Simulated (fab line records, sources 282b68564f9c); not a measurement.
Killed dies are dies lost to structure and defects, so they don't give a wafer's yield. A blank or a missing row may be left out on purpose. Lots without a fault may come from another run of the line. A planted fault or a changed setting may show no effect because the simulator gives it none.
fab line records | flow rit_cmos
record lots=6 wafers=18 last_day=7
route steps=202 shown NWELL@35 PWELL@39 WELLDRIVE@50 NRETRO@53 M1@202
lots that met no fault: from a run of the same line without faults
start_h: hours from the record's first day to the start of the lot's first wafer shown | wait_h: hours since the lot's step before | " the same as in the row above | L1.1+2: a row that stands for several wafers | - no value, or no start given | * or withheld: withheld | < > ~ a bound
route shown NAME@n: a module of which the file shows steps, and the number in the route of the first | usual: mean/standard deviation of fault-free wafers | same: alike in all rows | chamber/n: place in a boat | sites: the reading at each site | _std_site: their standard deviation | _edge_site: outer sites' mean less inner sites' | radius_mm: how far each site lies from the wafer's centre | mask NAME#n: copy n | behind: the tool/chamber that last shaped the wafer | hold: why the lot was held/for how many hours/how that ended | device: the transistor (n, p or np) that didn't switch | end of line: the same wafers' tests at the end of the route | a step without rows: its recipe alone | killed: dies lost to structure and defects at the first sort, not the wafer's yield | map: a wafer's dies, x killed, . not, _ none there
set.NAME: the setting as run; set.NAME@STEP: as run at that earlier step | model.NAME: the simulator's own value behind a step, which no gauge read
lots at some steps of the route; a table a step, a row a wafer
services: from which hour (start_h, from the record's first day; less than 0 if before it) a tool's chamber was out of use, for how many hours, and why
## steps
# step RIT_NWELL_HARDBAKE_07
# recipe resist=NOVOLAK temp_c=140 time_s=120
# step RIT_NWELL_IMPLANT_08
# recipe species=P energy_kev=170 dose_cm2=5e+13 tilt_deg=7
# step RIT_NWELL_STRIP_09
# recipe chemistry=O2 time_s=180 resist=NOVOLAK platen_temp_c=withheld power_w=500 pressure_mtorr=4000 o2_flow_sccm=4000
# usual drypump_motor_current_A=5.45/0.29
# same time_s=180
# columns lot.wafer tool chamber start_h wait_h drypump_motor_current_A rf_hours_counter_h
L174.2 plasma_asher-01 1 50.74 0.1 5.27 42
L174.3 " 0 " " 5.38 -
L174.5 " 0 " " 5.36 -
L178.1 plasma_asher-02 1 71.52 0.1 5.62 45
L178.2 " 0 " " 5.01 45
L178.5 " 0 " " 5.01 -
L179.3 plasma_asher-03 0 75.94 0.1 5.96 -
L179.4 " 1 " " 5.38 -
L179.6 " 0 " " 5.92 -
L186.2 plasma_asher-03 0 110.74 0.1 6.00 47
L186.5 " 0 " " 5.96 -
L186.6 " 1 " " 5.38 -
L187.3 plasma_asher-01 1 118.32 0.1 5.28 -
L187.4 " 0 " " 5.37 -
L187.5 " 1 " " 5.27 -
L191.1 plasma_asher-02 0 138.06 0.1 4.99 52
L191.5 " 1 " " 5.64 -
L191.6 " 0 " " 4.98 -
# step RIT_NWELL_TW_MEAS_10
# usual NWELL_TW=2136/17
# columns lot.wafer tool chamber start_h wait_h NWELL_TW
L174.2 film_metro-04 - 50.92 0.1 2148
L174.3 " - " " 2151
L174.5 " - " " 2150
L178.1 film_metro-04 - 71.69 0.1 2160
L178.2 " - " " 2145
L178.5 " - " " 2166
L179.3 film_metro-02 - 76.08 0.1 2099
L179.4 " - " " 2106
L179.6 " - " " 2106
L186.2 film_metro-02 - 110.92 0.1 2117
L186.5 " - " " 2116
L186.6 " - " " 2115
L187.3 film_metro-04 - 118.46 0.1 2131
L187.4 " - " " 2126
L187.5 " - " " 2132
L191.1 film_metro-02 - 138.23 0.1 2121
L191.5 " - " " 2120
L191.6 " - " " 2120
# step RIT_PWELL_HMDS_00
# recipe prime_time_s=60 prime_temp_c=140
# step RIT_PWELL_COAT_01
# recipe resist=NOVOLAK spin_rpm=2000 resist_thk_nm=1300
# step RIT_PWELL_SOFTBAKE_02
# recipe resist=NOVOLAK temp_c=90 time_s=60
# step RIT_PWELL_EXPOSE_03
# recipe mask_id=M3 na=0.57 target_cd_nm=43700 dose_mj=250
# step RIT_PWELL_PEB_04
# recipe resist=NOVOLAK temp_c=withheld time_s=withheld
# step RIT_PWELL_DEVELOP_05
# recipe resist=NOVOLAK develop_time_s=68 dev_temp_c=23
# step RIT_PWELL_OVL_MEAS_06
# usual PWELL_OVL=-0.6/1.3
# columns lot.wafer tool chamber start_h wait_h PWELL_OVL[nm]
L174.2 overlay-01 - 51.99 - -0.3
L174.3 " - " " 1.4
L174.5 " - " " 0.3
L178.1 overlay-01 - 72.63 - 0.9
L178.2 " - " " 1.5
L178.5 " - " " 1.1
L179.3 overlay-01 - 77.47 - -0.4
L179.4 " - " " -0.9
L179.6 " - " " -1.2
L186.2 overlay-02 - 111.98 - -1.4
L186.5 " - " " -0.9
L186.6 " - " " -0.6
L187.3 overlay-02 - 119.51 - -1.5
L187.4 " - " " -1.2
L187.5 " - " " -0.2
L191.1 overlay-01 - 139.17 - -2.4
L191.5 " - " " -3.3
L191.6 " - " " -3.8
# step RIT_PWELL_HARDBAKE_07
# recipe resist=NOVOLAK temp_c=140 time_s=120
# step RIT_PWELL_IMPLANT_08
# recipe species=B energy_kev=170 dose_cm2=7e+13 tilt_deg=7.331
# usual beam_energy_keV=169.99/0.054 faraday_current_uA=222/4.5
# columns lot.wafer tool chamber start_h wait_h beam_energy_keV faraday_current_uA model.implant.rp_nm model.implant.drp_nm
L174.2 implanter-01 0 52.29 0.2 170.07 222 483.6 102.9
L174.3 " 0 " " 170.04 228 483.6 102.9
L174.5 " 0 " " 170.01 229 483.6 102.9
L178.1 implanter-02 0 72.92 0.2 169.89 229 472.7 102.9
L178.2 " 0 " " 169.93 221 472.7 102.9
L178.5 " 0 " " 169.98 215 472.7 102.9
L179.3 implanter-02 0 77.79 0.2 169.95 233 483 102.9
L179.4 " 0 " " 170.00 224 483 102.9
L179.6 " 0 " " 169.96 220 483 102.9
L186.2 implanter-01 0 112.29 0.2 157.76 217 470.2 100.1
L186.5 " 0 " " 157.88 220 470.2 100.1
L186.6 " 0 " " 157.77 215 470.2 100.1
L187.3 implanter-04 0 119.89 0.2 169.98 222 483.4 102.9
L187.4 " 0 " " 169.96 215 483.4 102.9
L187.5 " 0 " " 169.99 222 483.4 102.9
L191.1 implanter-01 0 139.46 0.2 157.81 217 434.4 100.1
L191.5 " 0 " " 157.89 228 434.4 100.1
L191.6 " 0 " " 157.77 225 434.4 100.1
# step RIT_PWELL_STRIP_09
# recipe chemistry=O2 time_s=180 resist=NOVOLAK platen_temp_c=withheld power_w=500 pressure_mtorr=4000 o2_flow_sccm=4000
# usual drypump_motor_current_A=5.44/0.24
# same time_s=180
# columns lot.wafer tool chamber start_h wait_h drypump_motor_current_A rf_hours_counter_h
L174.2 plasma_asher-04 0 52.42 0.1 5.39 26
L174.3 " 0 " " 5.39 -
L174.5 " 0 " " 5.38 -
L178.1 plasma_asher-01 1 73.07 0.1 5.26 44
L178.2 " 0 " " 5.38 44
L178.5 " 0 " " 5.35 -
L179.3 plasma_asher-04 0 77.95 0.1 5.39 -
L179.4 " 1 " " 5.29 -
L179.6 " 0 " " 5.39 -
L186.2 plasma_asher-03 0 112.41 0.1 5.95 47
L186.5 " 1 " " 5.38 -
L186.6 " 0 " " 6.00 -
L187.3 plasma_asher-03 1 120.05 0.1 5.42 -
L187.4 " 0 " " 5.96 -
L187.5 " 0 " " 5.99 -
L191.1 plasma_asher-03 1 139.61 0.1 5.42 50
L191.5 " 0 " " 5.94 -
L191.6 " 1 " " 5.35 -
# step RIT_PWELL_TW_MEAS_10
# usual PWELL_TW=947/8.1
# columns lot.wafer tool chamber start_h wait_h PWELL_TW
L174.2 film_metro-04 - 52.60 0.1 961
L174.3 " - " " 960
L174.5 " - " " 957
L178.1 film_metro-04 - 73.24 0.1 949
L178.2 " - " " 950
L178.5 " - " " 951
L179.3 film_metro-02 - 78.09 0.1 933
L179.4 " - " " 934
L179.6 " - " " 933
L186.2 film_metro-03 - 112.60 0.1 935
L186.5 " - " " 935
L186.6 " - " " 941
L187.3 film_metro-03 - 120.19 0.1 951
L187.4 " - " " 949
L187.5 " - " " 954
L191.1 film_metro-02 - 139.78 0.1 940
L191.5 " - " " 934
L191.6 " - " " 935
# step RIT_WELLDRIVE_ANNEAL_00
# recipe temp_c=1100 time_s=14700 ambient=N2
# step RIT_WELLDRIVE_RS_MEAS_01
# recipe thk_meas_gauge=four-point-probe
# usual NWELL_RS=275.5/0.75
# columns lot.wafer tool chamber start_h wait_h NWELL_RS[ohm/sq]
L174.2 film_metro-02 - 57.75 0.0 275.8
L174.3 " - " " 276.0
L174.5 " - " " 276.4
L178.1 film_metro-04 - 78.46 0.0 274.2
L178.2 " - " " 274.3
L178.5 " - " " 275.0
L179.3 film_metro-04 - 83.25 0.0 273.7
L179.4 " - " " 275.1
L179.6 " - " " 273.9
L186.2 film_metro-03 - 118.08 0.0 276.0
L186.5 " - " " 276.7
L186.6 " - " " 276.5
L187.3 film_metro-02 - 125.73 0.0 276.2
L187.4 " - " " 276.1
L187.5 " - " " 275.5
L191.1 film_metro-03 - 145.24 0.0 275.5
L191.5 " - " " 275.0
L191.6 " - " " 275.1
# step RIT_WELLDRIVE_RS_MEAS_02
# recipe thk_meas_gauge=four-point-probe
# usual PWELL_RS=429.5/1.2
# columns lot.wafer tool chamber start_h wait_h PWELL_RS[ohm/sq]
L174.2 film_metro-02 - 57.87 0.1 430.8
L174.3 " - " " 430.9
L174.5 " - " " 429.0
L178.1 film_metro-04 - 78.58 0.1 427.1
L178.2 " - " " 428.8
L178.5 " - " " 426.6
L179.3 film_metro-04 - 83.37 0.1 428.2
L179.4 " - " " 428.6
L179.6 " - " " 427.8
L186.2 film_metro-03 - 118.20 0.1 433.7
L186.5 " - " " 432.9
L186.6 " - " " 433.6
L187.3 film_metro-02 - 125.85 0.1 430.6
L187.4 " - " " 430.7
L187.5 " - " " 430.8
L191.1 film_metro-03 - 145.36 0.1 432.8
L191.5 " - " " 432.7
L191.6 " - " " 433.1
# step RIT_NRETRO_HMDS_00
# recipe prime_time_s=60 prime_temp_c=140
# step RIT_M1_PROBE_99
# usual killed_at_contacts=0.1/0.25 killed_at_front_end=7/3.1 killed_dies=7/3.1 killed_open=3.6/2 killed_short=3.5/2
# same gross_dies=264 killed_at_M0_to_M3=0 killed_at_M4_up=0 killed_at_back_side=0 killed_at_other=0
# columns lot.wafer tool chamber start_h wait_h killed_at_contacts killed_at_front_end killed_dies killed_open killed_short model.etest.pwell.rs_ohm_sq
L174.2 prober-02 - 86.34 0.1 0 5 5 2 3 414.2
L174.3 prober-02 - 86.39 0.2 0 7 7 4 3 415.3
L174.5 prober-02 - 86.49 0.2 0 4 4 0 4 418.3
L178.1 prober-02 - 107.30 0.1 0 7 7 4 3 420.4
L178.2 prober-02 - 107.35 0.1 0 7 7 3 4 418.3
L178.5 prober-02 - 107.50 0.2 0 7 7 3 4 420.5
L179.3 prober-01 - 113.12 0.2 0 7 7 4 3 410.7
L179.4 prober-01 - 113.17 0.2 0 3 3 1 2 412.2
L179.6 prober-01 - 113.27 0.2 0 10 10 5 5 414.3
L186.2 prober-02 - 149.90 0.1 0 2 2 2 0 420.9
L186.5 prober-02 - 150.05 0.2 0 11 11 6 5 419.2
L186.6 prober-02 - 150.10 0.2 1 8 9 6 3 422.1
L187.3 prober-01 - 157.71 0.2 0 9 9 6 3 419.3
L187.4 prober-01 - 157.76 0.2 0 5 5 2 3 414
L187.5 prober-01 - 157.81 0.2 0 7 7 2 5 420.2
L191.1 prober-01 - 174.33 0.1 0 5 5 3 2 428.6
L191.5 prober-01 - 174.53 0.2 0 4 4 1 3 430.4
L191.6 prober-01 - 174.58 0.2 1 12 13 9 4 430.2
# killed by level:class
L174.2 GATE:geometric_particle:short=2 GATE:geometric_particle:open=1 REOX:geometric_particle:open=1 SILICIDE:geometric_particle:short=1
L174.3 GATE:geometric_particle:open=2 FOX1:geometric_particle:open=1 FOX2:geometric_particle:short=1 REOX:geometric_particle:short=1 REOX:geometric_particle:open=1 SPACER:geometric_particle:short=1
L174.5 FOX1:geometric_particle:short=2 GATE:geometric_particle:short=1 SILICIDE:geometric_particle:short=1
L178.1 FOX1:geometric_particle:short=2 FOX2:geometric_particle:open=1 GATE:geometric_particle:open=1 REOX:geometric_particle:short=1 REOX:geometric_particle:open=1 SILICIDE:geometric_particle:open=1
L178.2 SILICIDE:geometric_particle:open=2 FOX1:geometric_particle:open=1 FOX2:geometric_particle:short=1 GATE:geometric_particle:short=1 REOX:geometric_particle:short=1 SILICIDE:geometric_particle:short=1
L178.5 GATE:geometric_particle:short=2 FOX1:geometric_particle:short=1 GATE:geometric_particle:open=1 REOX:geometric_particle:open=1 SPACER:geometric_particle:short=1 SILICIDE:geometric_particle:open=1
L179.3 GATE:geometric_particle:short=2 GATE:geometric_particle:open=2 SPACER:geometric_particle:short=1 SPACER:geometric_particle:open=1 SILICIDE:geometric_particle:open=1
L179.4 FOX1:geometric_particle:short=1 GATE:geometric_particle:open=1 SILICIDE:geometric_particle:short=1
L179.6 GATE:geometric_particle:open=2 GATE:geometric_particle:short=2 REOX:geometric_particle:open=2 FOX1:geometric_particle:short=1 REOX:geometric_particle:short=1 SPACER:geometric_particle:short=1 SPACER:geometric_particle:open=1
L186.2 GATE:geometric_particle:open=2
L186.5 GATE:geometric_particle:short=4 GATE:geometric_particle:open=3 REOX:geometric_particle:open=2 FOX1:geometric_particle:open=1 REOX:geometric_particle:short=1
L186.6 REOX:geometric_particle:open=4 GATE:geometric_particle:open=1 REOX:geometric_particle:short=1 SILICIDE:geometric_particle:open=1 SILICIDE:geometric_particle:short=1 CONTACT:geometric_particle:short=1
L187.3 GATE:geometric_particle:open=4 FOX1:geometric_particle:open=1 FOX2:geometric_particle:short=1 GATE:geometric_particle:short=1 SPACER:geometric_particle:short=1 SPACER:geometric_particle:open=1
L187.4 SPACER:geometric_particle:open=2 FOX1:geometric_particle:short=1 GATE:geometric_particle:short=1 SPACER:geometric_particle:short=1
L187.5 SPACER:geometric_particle:short=2 GATE:geometric_particle:short=2 REOX:geometric_particle:short=1 REOX:geometric_particle:open=1 SPACER:geometric_particle:open=1
L191.1 FOX1:geometric_particle:short=2 GATE:geometric_particle:open=1 SPACER:geometric_particle:open=1 SILICIDE:geometric_particle:open=1
L191.5 GATE:geometric_particle:short=3 SPACER:geometric_particle:open=1
L191.6 GATE:geometric_particle:open=6 FOX1:geometric_particle:open=1 FOX2:geometric_particle:open=1 FOX2:geometric_particle:short=1 GATE:geometric_particle:short=1 SPACER:geometric_particle:short=1 SILICIDE:geometric_particle:short=1 CONTACT:geometric_particle:open=1
## services
# columns tool chamber start_h hours kind
plasma_asher-04 - 30.46 1.8 repair
implanter-02 - 44.18 7.1 repair
implanter-01 - 51.37 0.6 repair
plasma_asher-04 - 59.66 0.8 repair
implanter-04 - 77.54 1.0 repair
plasma_asher-01 - 77.77 2.8 pm
implanter-04 - 81.70 2.8 repair
implanter-02 - 89.40 6.8 repair
implanter-02 - 94.09 1.1 repair
plasma_asher-02 - 105.46 2.7 repair
plasma_asher-01 - 108.75 9.0 pm
plasma_asher-01 0 108.75 9.0 vent_cycle
plasma_asher-01 1 108.75 9.0 vent_cycle
plasma_asher-01 0 117.75 - clean
plasma_asher-01 1 117.75 - clean
implanter-02 - 134.38 5.2 pm
## key
first_sign step=RIT_PWELL_IMPLANT_08 reading=beam_energy_keV direction=down sigmas=99+ usual=169.99 struck=157.81
effect step=RIT_WELLDRIVE_RS_MEAS_02 reading=PWELL_RS direction=up sigmas=2.9 usual=429.5 struck=433.1
model_effect step=RIT_PWELL_IMPLANT_08 value=implant.rp_nm without=478.4 struck=452.3
model_effect step=RIT_M1_PROBE_99 value=etest.pwell.rs_ohm_sq without=418.1 struck=425.3
met_at RIT_PWELL_IMPLANT_08
struck_wafers L186.2,L186.5,L186.6,L191.1,L191.5,L191.6
tester_left_out L186,L191
onset_between 52.29 112.29
fault kind=process_parameter_drift tool=implanter-01 chamber=- onset_h=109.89 steps=RIT_PWELL_IMPLANT_08 channel=energy_kev offset=-12.191 shape=step end_h=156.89 acts_in=these_recipes_only stated=170
# tester_left_out: of these lots the tester's yield and bins aren't shown, on N5 and GAA mostly nor the transistor test; their killed dies are dies lost to structure and defects alone, not to doping, threshold or leakage, so they don't give the yield
